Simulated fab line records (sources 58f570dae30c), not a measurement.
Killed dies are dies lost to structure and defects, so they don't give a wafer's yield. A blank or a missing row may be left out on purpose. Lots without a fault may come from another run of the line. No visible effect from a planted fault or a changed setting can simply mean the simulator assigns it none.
fab line records ; flow berkeleyCmos170
record: lots: 15; wafers: 45; lastDay: 11
route steps=331 shown NLDD@167
lots that met no fault: taken from a fault-free run of the same line
startH: start of the lot's first displayed wafer, in hours after the record's first day ; waitH: hours elapsed since this lot's preceding step ; " identical to the entry in the row above ; L1.1+2: a row that stands for several wafers ; - no value present, or no start provided ; * or withheld: withheld ; < > ~ a bound
route shown NAME@n: names a module that has steps shown in the file, with the first one's number in the route ; usual: average and standard deviation across the fault-free wafers ; same: alike in all rows ; chamber/n: place in a boat ; sites: the reading at each site ; _std_site: the standard deviation of these ; _edge_site: the outer-site mean with the inner-site mean subtracted ; radiusMm: how far each site lies from the wafer's centre ; mask NAME#n: copy n ; behind: the tool/chamber that last shaped the wafer ; hold: reason for holding the lot/hours on hold/outcome of the hold ; device: the transistor (n, p or np) that didn't switch ; end of line: the same wafers' tests at the end of the route ; where a step has no rows: the recipe by itself ; killed: at the first sort, the dies lost to defects and structure; wafer yield is something else ; map: the dies of a wafer, with x for killed, . for not killed, _ for no die there
set.NAME: the setting the step ran with; set.NAME@STEP: the setting that earlier step ran with ; model.NAME: the simulator's own value behind a step, which no gauge read
the route's steps for a sample of lots (tables are steps, rows are wafers)
services: a tool's chamber out of use, with start hour (startH, from the record's first day; less than 0 if before it), hours out, and reason
== steps ==
step: UCB170_NLDD_IMPLANT_09
recipe: species: As; doseCm2: 5e+13; energyKev: 30; tiltDeg: 7; rotationDeg: 180
usual: beamEnergyKeV: 30.001/0.01; doseIonsCm2: 5e+13/6.4e+10; endStationPressureTorr: 5.16e-06/2.7e-07; faradayCurrentUA: 158.6/3
lot.wafer;tool;chamber;startH;waitH;beamEnergyKeV;doseIonsCm2;endStationPressureTorr;faradayCurrentUA
L357.1;implanter-04;0;123.53;0.1;30.018;5.004e+13;5.34e-06;154.6
L357.2;implanter-04;0;123.53;0.1;30.012;4.998e+13;4.93e-06;155.6
L357.5;implanter-04;0;123.53;0.1;30.016;5.003e+13;5.31e-06;158.7
L356.1;implanter-03;0;123.77;0.1;30.005;5.004e+13;5.2e-06;160.3
L356.4;implanter-03;0;123.77;0.1;29.993;5.005e+13;4.65e-06;158.3
L356.5;implanter-03;0;123.77;0.1;29.994;4.993e+13;5.05e-06;156.6
L359.2;implanter-02;0;137.46;0.1;29.999;5.007e+13;4.8e-06;159.5
L359.3;implanter-02;0;137.46;0.1;30.004;4.981e+13;5.17e-06;161.2
L359.5;implanter-02;0;137.46;0.1;29.982;4.995e+13;4.71e-06;159.0
L358.4;implanter-04;0;137.78;0.1;29.994;5.011e+13;5.23e-06;161.0
L358.5;implanter-04;0;137.78;0.1;29.997;5e+13;5.64e-06;161.7
L358.6;implanter-04;0;137.78;0.1;29.993;5.003e+13;5.04e-06;157.0
L360.3;implanter-04;0;150.82;0.1;30.011;5.014e+13;5.1e-06;155.5
L360.4;implanter-04;0;150.82;0.1;29.997;5.012e+13;5.1e-06;158.1
L360.5;implanter-04;0;150.82;0.1;30.013;5.005e+13;5.64e-06;159.6
L361.1;implanter-03;0;151.97;0.1;30.003;4.993e+13;5.08e-06;159.0
L361.3;implanter-03;0;151.97;0.1;30.008;4.991e+13;5.2e-06;158.4
L361.4;implanter-03;0;151.97;0.1;30.001;4.995e+13;5.24e-06;155.6
L362.1;implanter-03;0;165.53;0.1;29.981;4.997e+13;5.29e-06;162.9
L362.4;implanter-03;0;165.53;0.1;29.998;5.001e+13;4.85e-06;161.4
L362.6;implanter-03;0;165.53;0.1;30.007;4.999e+13;5.01e-06;161.7
L365.1;implanter-03;0;174.42;0.1;30.002;5.001e+13;5.28e-06;161.0
L365.4;implanter-03;0;174.42;0.1;30.009;5.008e+13;5.27e-06;160.4
L365.6;implanter-03;0;174.42;0.1;30.005;4.997e+13;4.93e-06;157.7
L364.2;implanter-02;0;175.09;0.1;30.000;4.996e+13;5.42e-06;157.3
L364.3;implanter-02;0;175.09;0.1;30.009;4.995e+13;5.29e-06;151.5
L364.5;implanter-02;0;175.09;0.1;29.994;4.991e+13;5.35e-06;155.9
L368.2;implanter-03;0;194.27;0.1;29.993;4.403e+13;5.02e-06;137.6
L368.3;implanter-03;0;194.27;0.1;29.997;4.402e+13;5.05e-06;138.9
L368.6;implanter-03;0;194.27;0.1;29.992;4.402e+13;5.28e-06;134.9
L370.1;implanter-03;0;211.09;0.1;29.981;4.406e+13;5.11e-06;138.2
L370.4;implanter-03;0;211.09;0.1;29.988;4.402e+13;5.7e-06;135.0
L370.5;implanter-03;0;211.09;0.1;29.989;4.408e+13;5.02e-06;138.1
L372.1;implanter-03;0;212.91;0.1;30.007;4.405e+13;5.43e-06;141.6
L372.2;implanter-03;0;212.91;0.1;30.003;4.405e+13;4.96e-06;136.3
L372.5;implanter-03;0;212.91;0.1;30.009;4.396e+13;4.93e-06;144.0
L376.2;implanter-02;0;230.15;0.1;30.009;5.016e+13;5.34e-06;152.7
L376.4;implanter-02;0;230.15;0.1;30.004;5.014e+13;5.2e-06;157.5
L376.5;implanter-02;0;230.15;0.1;30.012;5.015e+13;5.54e-06;155.5
L379.1;implanter-04;0;238.65;0.1;30.025;5.002e+13;4.84e-06;158.0
L379.3;implanter-04;0;238.65;0.1;30.016;5.001e+13;5.29e-06;155.7
L379.6;implanter-04;0;238.65;0.1;29.996;5.004e+13;4.78e-06;157.1
L378.1;implanter-04;0;239.96;0.1;29.998;5.001e+13;5.13e-06;160.4
L378.2;implanter-04;0;239.96;0.1;29.986;5e+13;4.62e-06;166.6
L378.4;implanter-04;0;239.96;0.1;30.010;5.004e+13;5.3e-06;160.2
step: UCB170_SDANNEAL_RS_MEAS_05
recipe: thkMeasGauge: four-point-probe
usual: NLDD_RS: 616.5/1.4
lot.wafer;tool;chamber;startH;waitH;NLDD_RS[ohm/sq]
L356.1;filmMetro-02;-;134.79;0.1;616.0
L356.4;filmMetro-02;-;134.79;0.1;615.5
L356.5;filmMetro-02;-;134.79;0.1;614.9
L357.1;filmMetro-04;-;134.79;0.1;616.7
L357.2;filmMetro-04;-;134.79;0.1;617.2
L357.5;filmMetro-04;-;134.79;0.1;618.2
L359.2;filmMetro-01;-;151.09;0.1;615.7
L359.3;filmMetro-01;-;151.09;0.1;617.6
L359.5;filmMetro-01;-;151.09;0.1;619.0
L358.4;filmMetro-02;-;151.31;0.1;615.9
L358.5;filmMetro-02;-;151.31;0.1;617.1
L358.6;filmMetro-02;-;151.31;0.1;615.8
L360.3;filmMetro-04;-;165.08;0.1;618.1
L360.4;filmMetro-04;-;165.08;0.1;617.5
L360.5;filmMetro-04;-;165.08;0.1;617.5
L361.1;filmMetro-01;-;165.09;0.1;616.8
L361.3;filmMetro-01;-;165.09;0.1;618.2
L361.4;filmMetro-01;-;165.09;0.1;617.4
L362.1;filmMetro-01;-;176.39;0.1;615.6
L362.4;filmMetro-01;-;176.39;0.1;615.7
L362.6;filmMetro-01;-;176.39;0.1;616.9
L365.1;filmMetro-01;-;188.52;0.1;617.2
L365.4;filmMetro-01;-;188.52;0.1;617.0
L365.6;filmMetro-01;-;188.52;0.1;617.4
L364.2;filmMetro-04;-;189.03;0.1;615.2
L364.3;filmMetro-04;-;189.03;0.1;614.3
L364.5;filmMetro-04;-;189.03;0.1;616.0
L368.2;filmMetro-01;-;205.95;0.1;641.8
L368.3;filmMetro-01;-;205.95;0.1;639.9
L368.6;filmMetro-01;-;205.95;0.1;641.4
L370.1;filmMetro-01;-;219.90;0.1;643.5
L370.4;filmMetro-01;-;219.90;0.1;643.5
L370.5;filmMetro-01;-;219.90;0.1;640.0
L372.1;filmMetro-01;-;222.00;0.1;642.9
L372.2;filmMetro-01;-;222.00;0.1;645.6
L372.5;filmMetro-01;-;222.00;0.1;644.2
L376.2;filmMetro-01;-;241.04;0.1;615.7
L376.4;filmMetro-01;-;241.04;0.1;615.9
L376.5;filmMetro-01;-;241.04;0.1;614.7
L378.1;filmMetro-02;-;248.49;0.1;616.7
L378.2;filmMetro-02;-;248.49;0.1;614.6
L378.4;filmMetro-02;-;248.49;0.1;613.2
L379.1;filmMetro-01;-;249.43;0.1;618.1
L379.3;filmMetro-01;-;249.43;0.1;619.6
L379.6;filmMetro-01;-;249.43;0.1;618.7
== services ==
tool;chamber;startH;hours;kind
implanter-04;-;103.72;3.6;pm
implanter-02;-;108.87;13.3;repair
implanter-03;-;117.07;3.0;repair
implanter-02;-;122.20;2.6;pm
implanter-04;-;139.12;3.1;repair
implanter-02;-;157.03;0.6;repair
implanter-04;-;163.44;4.1;pm
implanter-04;-;220.22;18.0;repair
implanter-04;-;220.50;2.0;repair
== key ==
firstSign: step: UCB170_NLDD_IMPLANT_09; reading: doseIonsCm2; direction: down; sigmas: 93; usual: 5e+13; struck: 4.403e+13
effect: step: UCB170_NLDD_IMPLANT_09; reading: faradayCurrentUA; direction: down; sigmas: 6.9; usual: 158.6; struck: 138.3
effect: step: UCB170_SDANNEAL_RS_MEAS_05; reading: NLDD_RS; direction: up; sigmas: 18; usual: 616.5; struck: 642.5
metAt UCB170_NLDD_IMPLANT_09
struckLots L368,L370,L372
testerLeftOut L368,L370,L372
onsetBetween 174.42 194.27
fault: kind: processParameterDrift; tool: implanter-03; chamber: -; onsetH: 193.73; steps: UCB170_NLDD_IMPLANT_09; channel: doseCm2; offset: -6e+12; shape: step; endH: 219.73; actsIn: theseRecipesOnly; stated: 5e+13
testerLeftOut: of these lots the tester's yield and bins aren't shown, on N5 and GAA mostly nor the transistor test; their killed dies are dies lost to structure and defects alone, not to doping, threshold or leakage, so they don't give the yield
